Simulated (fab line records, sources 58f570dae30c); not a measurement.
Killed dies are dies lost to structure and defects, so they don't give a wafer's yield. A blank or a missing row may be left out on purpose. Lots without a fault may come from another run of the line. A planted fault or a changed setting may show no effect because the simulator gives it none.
Tool commonality check | flow berkeley_cmos170 | 14 lots, 42 wafers sampled

WHY IT WAS OPENED
At UCB170_PLDD_TW_MEAS_11 the reading PLDD_TW is flagged on 2 of 14 lots. Wafers without a fault read 1016, standard deviation 6.
Rule: a lot is flagged when every wafer of it that has a number lies more than 4 standard deviations from that mean, or none has a number. The other lots count as sound.

lot  | measured     | on            | PLDD_TW, wafer by wafer | flag
L907 | day 7 16:17  | film_metro-02 | 1015 1015 1019          |
L909 | day 8 02:12  | film_metro-01 | 1027 1024 1027          |
L908 | day 8 03:02  | film_metro-03 | 1011 1013 1012          |
L911 | day 8 12:03  | film_metro-01 | 1029 1019 1026          |
L916 | day 9 11:07  | film_metro-02 | 1006 1003 1009          |
L914 | day 9 12:05  | film_metro-03 | 1010 1010 1014          |
L918 | day 9 12:55  | film_metro-03 | 1014 1013 1013          |
L913 | day 9 13:10  | film_metro-01 | 1020 1020 1019          |
L917 | day 9 13:46  | film_metro-02 | 1011 1009 1010          |
L919 | day 10 03:54 | film_metro-02 | 1143 1141 1147          | FLAGGED
L921 | day 10 16:58 | film_metro-01 | 1158 1161 1156          | FLAGGED
L927 | day 11 06:34 | film_metro-01 | 1024 1021 1029          |
L928 | day 11 18:05 | film_metro-03 | 1020 1017 1014          |
L930 | day 12 06:44 | film_metro-03 | 1017 1013 1019          |
The numbers of the flagged lots are 1151 on average: +135 against the usual, or +22 standard deviations.

WHICH TOOL RAN EACH LOT
The record holds 1 process step before the reading, out of a route of 331 steps. In each cell: the tool, then ch and the chambers that the sampled wafers went through, then the start.
lot  | flag    | UCB170_PLDD_IMPLANT_08
L907 |         | implanter-04 ch 0, day 7 15:54
L909 |         | implanter-03 ch 0, day 8 01:48
L908 |         | implanter-04 ch 0, day 8 02:38
L911 |         | implanter-03 ch 0, day 8 11:41
L916 |         | implanter-04 ch 0, day 9 10:43
L914 |         | implanter-03 ch 0, day 9 11:41
L918 |         | implanter-04 ch 0, day 9 12:32
L913 |         | implanter-03 ch 0, day 9 12:48
L917 |         | implanter-04 ch 0, day 9 13:22
L919 | FLAGGED | implanter-02 ch 0, day 10 03:11
L921 | FLAGGED | implanter-04 ch 0, day 10 16:15
L927 |         | implanter-03 ch 0, day 11 06:10
L928 |         | implanter-02 ch 0, day 11 17:43
L930 |         | implanter-03 ch 0, day 12 06:21
What these steps do:
- UCB170_PLDD_IMPLANT_08
- UCB170_PLDD_TW_MEAS_11

FLAGGED OVER TOTAL, TOOL BY TOOL (the gauges that took the reading come last)
step                   | tool          | lots run | flagged | share of the flagged lots | sound lots run after its first flagged lot
UCB170_PLDD_IMPLANT_08 | implanter-02  | 2        | 1       | some                      | 1 (L928)
UCB170_PLDD_IMPLANT_08 | implanter-03  | 6        | 0       | none                      | -
UCB170_PLDD_IMPLANT_08 | implanter-04  | 6        | 1       | some                      | 0
UCB170_PLDD_TW_MEAS_11 | film_metro-01 | 5        | 1       | some                      | 1 (L927)
UCB170_PLDD_TW_MEAS_11 | film_metro-02 | 4        | 1       | some                      | 0
UCB170_PLDD_TW_MEAS_11 | film_metro-03 | 5        | 0       | none                      | -

WHAT THE TABLE ALLOWS
No row of the table ran every flagged lot.

WHAT THE SIMULATOR HAD PUT IN
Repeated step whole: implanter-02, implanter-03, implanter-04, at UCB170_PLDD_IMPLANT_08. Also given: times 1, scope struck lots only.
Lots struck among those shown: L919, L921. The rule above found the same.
